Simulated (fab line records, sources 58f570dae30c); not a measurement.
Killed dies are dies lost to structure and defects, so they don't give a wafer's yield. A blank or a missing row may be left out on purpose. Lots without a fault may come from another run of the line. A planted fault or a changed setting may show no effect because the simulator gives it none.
One fault seen from 2 desks | flow berkeley_cmos170 | each desk has only its own numbers; what lay behind them comes last

THE TOOL OWNER'S DESK: implanter-04
The tool's own readings at UCB170_PVT_IMPLANT_07: means of the sampled wafers that have a number, for each lot that ran on this tool. A lot is out of limits, marked OUT, if its mean lies more than 4 standard deviations from the usual mean; the brackets give that distance.
Columns: A = dose_ions_cm2 at UCB170_PVT_IMPLANT_07, usual 1.9998e+12; B = end_station_pressure_torr at UCB170_PVT_IMPLANT_07, usual 4.98e-06 Torr; C = faraday_current_uA at UCB170_PVT_IMPLANT_07, usual 6.33
lot  | first seen here | A                            | B        | C
L948 | day 6 21:47     | 1.9975e+12                   | 5.00e-06 | 6.23
L967 | day 11 02:46    | 1.7602e+12 (-99 or more) OUT | 4.91e-06 | 5.55 (-6.0) OUT
L965 | day 11 02:58    | 1.7598e+12 (-99 or more) OUT | 5.05e-06 | 5.47 (-6.6) OUT
L964 | day 11 03:07    | 1.7592e+12 (-99 or more) OUT | 5.14e-06 | 5.57 (-5.8) OUT
This desk's finding: out of limits on L964, L965, L967; first on L967, day 11 02:46 (dose_ions_cm2 at UCB170_PVT_IMPLANT_07). In limits: L948.

THE METROLOGY DESK
What the gauges read, lot by lot, whatever tool the lot ran on: means of the sampled wafers that have a number. A lot is out of limits, marked OUT, if its mean lies more than 4 standard deviations from the usual mean; the brackets give that distance.
Columns: A = FIELD_OXIDE_THK at UCB170_FIELD_THK_MEAS_02, usual 559 nm; B = FIELD_OXIDE_LEFT_1_THK at UCB170_FIELD_THK_MEAS_90, usual 443 nm; C = PVT_TW at UCB170_PVT_TW_MEAS_09, usual 506; D = GATE_POLY_THK at UCB170_GATE_THK_MEAS_05, usual 213.8 nm
lot  | first seen here | A   | B   | C              | D
L947 | day 5 14:47     | 555 | 437 | 508            | 213.7
L948 | day 5 14:52     | 564 | 447 | 503            | 211.3
L949 | day 5 14:55     | 570 | 453 | 509            | 219.2
L952 | day 6 12:45     | 557 | 440 | 514            | 213.9
L953 | day 6 12:49     | 569 | 452 | 501            | 213.1
L951 | day 6 12:50     | 551 | 435 | 500            | 211.6
L957 | day 7 08:33     | 549 | 435 | 511            | 212.6
L959 | day 7 08:34     | 571 | 455 | 511            | 215.5
L962 | day 7 23:18     | 555 | 440 | 501            | 210.7
L966 | day 9 13:26     | 545 | 429 | 504            | 212.5
L965 | day 9 13:28     | 566 | 448 | 492            | 216.2
L964 | day 9 13:31     | 560 | 444 | 484 (-4.7) OUT | 209.7
L967 | day 9 13:31     | 565 | 448 | 490            | 213.4
L968 | day 9 13:32     | 553 | 435 | 505            | 216.5
L970 | day 10 06:53    | 565 | 447 | 509            | 217.5
This desk's finding: out of limits on L964; first on L964, day 11 03:21 (PVT_TW at UCB170_PVT_TW_MEAS_09). In limits: L947, L948, L949, L952, L953, L951, L957, L959, L962, L966, L965, L967, L968, L970.

PUT TOGETHER
The tool owner's desk could have raised an alarm at day 11 02:46, on L964, L965, L967.
The metrology desk could have raised an alarm at day 11 03:21, on L964.
The metrology desk has L965, L967 on record, within its limits.
Of the lots named, all ran UCB170_PVT_IMPLANT_07 on implanter-04.

WHAT THE SIMULATOR HAD PUT IN
Process parameter drift: implanter-04, from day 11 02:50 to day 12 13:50, at UCB170_PVT_IMPLANT_07. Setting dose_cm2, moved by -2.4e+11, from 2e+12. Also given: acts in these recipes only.
Lots struck among those shown: L964, L965, L967.
